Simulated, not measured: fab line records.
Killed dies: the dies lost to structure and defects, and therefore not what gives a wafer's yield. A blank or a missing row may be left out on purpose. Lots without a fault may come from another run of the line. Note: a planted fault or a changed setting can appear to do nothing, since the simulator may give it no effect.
Comparing a struck lot with a sound one | flow berkeleyCmos170 | 31 steps out of a route of 331
Sound: wafers L856.2, L856.4, L856.6. Wafers struck: L866.2, L866.4, L866.5. The cause comes at the end.
Per side, at each step with rows, come the tool, then ch with its chambers, and then its first start. Under that, the readings that differ: sound wafers | struck wafers | difference of the means | sigmas: that difference in standard deviations of wafers without a fault.
alike: a reading whose means differ by less than 2 such deviations, as well as words and numbers matching on both sides. not compared: withheld readings; readings where some wafer has no value; bounds like >300 that might hide an equal value; numbers whose values overlap and for which the record gives no deviation.
Wherever a step has rows on one side only, a row that says differs or no value, or a row with sigmas, the two part there. Numbers that have no deviation but don't overlap get no sigmas and don't part them. Lack of a reading on every wafer of one side parts them only where that side has two or more wafers.

first, 6 steps without rows for these wafers: UCB170_V1_HMDS_06 (prime time 60 s); UCB170_V1_COAT_07 (resist thk 900 nm); UCB170_V1_SOFTBAKE_08 (time 60 s); UCB170_V1_EXPOSE_09 (exposes mask VIA1, target cd 700 nm); UCB170_V1_PEB_10; UCB170_V1_DEVELOP_11 (develop time 45 s).
UCB170_V1_CD_MEAS_12 targets a cd of 700 nm.
  sound on cdSem-01, day 8 10:50; struck on cdSem-02, day 9 22:26
  alike: cdNm
UCB170_V1_OVL_MEAS_13:
  sound on overlay-02, day 8 10:56; struck on overlay-02, day 9 22:32
  alike: V1_OVL
UCB170_V1_ETCH_14: etches SiO2 in CHF3/CF4/Ar, stops on Al, target depth 1250 nm, time 291 s.
  sound on rieDiel-04 ch 0,2,3, day 8 10:58; struck on rieDiel-02 ch 0,1, day 9 22:34
  alike: chamberPressureMTorr, drypumpMotorCurrentA, oesProductAu, throttleValvePct
  not compared: rfHoursCounterH
UCB170_V1_STRIP_15: strips in O2.
  sound on plasmaAsher-01 ch 0,1, day 8 11:08; struck on plasmaAsher-01 ch 0,1, day 9 22:44
  alike: chamberPressureMTorr, drypumpMotorCurrentA, oesProductAu, stripTimeToEndpointS
  not compared: rfHoursCounterH
UCB170_V1_CD_MEAS_90 targets a cd of 700 nm.
  sound on cdSem-02, day 8 11:16; struck on cdSem-01, day 9 22:52
  alike: cdNm
then, 1 step without rows for these wafers: UCB170_M2_PRE_CLEAN_00 (preclean etch time 60 s).
UCB170_M2_SPUTTER_01: material Al, target thk 900 nm, time 120 s.
  sound on pvdSputter-01, day 8 11:26; struck on pvdSputter-01, day 9 23:17
  alike: throttleValvePct
UCB170_M2_RS_MEAS_02: measures by four-point-probe.
  sound on filmMetro-04, day 8 11:32; struck on filmMetro-04, day 9 23:23
reading           | sound                   | struck                  | difference | sigmas
M2_AL_RS (ohm/sq) | 0.03209 0.03209 0.03247 | 0.01595 0.01589 0.01598 | -0.01628   | -60
UCB170_M2_THK_MEAS_03: measures by xrf.
  sound on filmMetro-04, day 8 11:38; struck on filmMetro-04, day 9 23:29
reading        | sound       | struck         | difference | sigmas
M2_AL_THK (nm) | 911 906 896 | 1810 1819 1816 | +911       | +99 or more
then, 3 steps without rows for these wafers: UCB170_M2_HMDS_04 (prime time 60 s); UCB170_M2_COAT_05 (resist thk 900 nm); UCB170_M2_SOFTBAKE_06 (time 60 s).
UCB170_M2_STRIP_07: strips in O2.
  sound on plasmaAsher-03 ch 0,1, day 8 12:08; struck on plasmaAsher-01 ch 0,1, day 10 00:07
  alike: chamberPressureMTorr, drypumpMotorCurrentA, oesProductAu, stripTimeToEndpointS
  not compared: rfHoursCounterH
then, 7 steps without rows for these wafers: UCB170_M2_STRIP_08 (strips KrF in DMSO, time 600 s); UCB170_M2_COAT_09; UCB170_M2_COAT_10 (resist thk 900 nm); UCB170_M2_SOFTBAKE_11 (time 60 s); UCB170_M2_EXPOSE_12 (exposes mask METAL2, target cd 700 nm); UCB170_M2_PEB_13; UCB170_M2_DEVELOP_14 (develop time 45 s).
UCB170_M2_CD_MEAS_15 targets a cd of 700 nm.
  sound on cdSem-02, day 8 13:49; struck on cdSem-01, day 10 01:25
  alike: cdNm
UCB170_M2_OVL_MEAS_16:
  sound on overlay-01, day 8 13:55; struck on overlay-02, day 10 01:35
reading     | sound       | struck | difference | sigmas
M2_OVL (nm) | -13 -10 -10 | -1 4 1 | +12        | +3
UCB170_M2_ETCH_17: etches BARC in N2/H2.
  sound on rieDiel-02 ch 1,2,3, day 8 13:57; struck on rieDiel-03 ch 1,3, day 10 01:37
  alike: chamberPressureMTorr, drypumpMotorCurrentA, oesProductAu, throttleValvePct
UCB170_M2_METAL_ETCH_18: etches Al in Cl2/BCl3, stops on SiO2, target depth 1170 nm, time 195 s.
  sound on rieMetal-03 ch 0,1, day 8 13:59; struck on rieMetal-04 ch 0,1, day 10 01:40
reading                      | sound             | struck            | difference | sigmas
oesProductAu (a.u.)          | 0.842 0.857 0.863 | 1.017 0.995 1.029 | +0.160     | +9
throttleValvePct (%)         | 24.60 24.60 24.26 | 24.17 24.21 24.15 | -0.31      | -2
model.etch.depthNm (nm)      | 900.6 899.2 887.9 | 1204 1156 1211    | +294       | 
model.M2.featureDepthNm (nm) | 957.6 955.8 943.1 | 1204 1156 1211    | +238       | 
  alike: chamberPressureMTorr, drypumpMotorCurrentA
  not compared: rfHoursCounterH
UCB170_M2_STRIP_19: strips in O2.
  sound on plasmaAsher-01 ch 0,1, day 8 14:11; struck on plasmaAsher-03 ch 0,1, day 10 01:50
  alike: chamberPressureMTorr, drypumpMotorCurrentA, oesProductAu
  not compared: rfHoursCounterH

## WHERE THEY PART
At UCB170_M2_RS_MEAS_02 first; at UCB170_M2_METAL_ETCH_18 last (within this record only). Later steps at which nothing parts them and some readings are alike: UCB170_M2_STRIP_19.

WHY: what had been put in by the simulator
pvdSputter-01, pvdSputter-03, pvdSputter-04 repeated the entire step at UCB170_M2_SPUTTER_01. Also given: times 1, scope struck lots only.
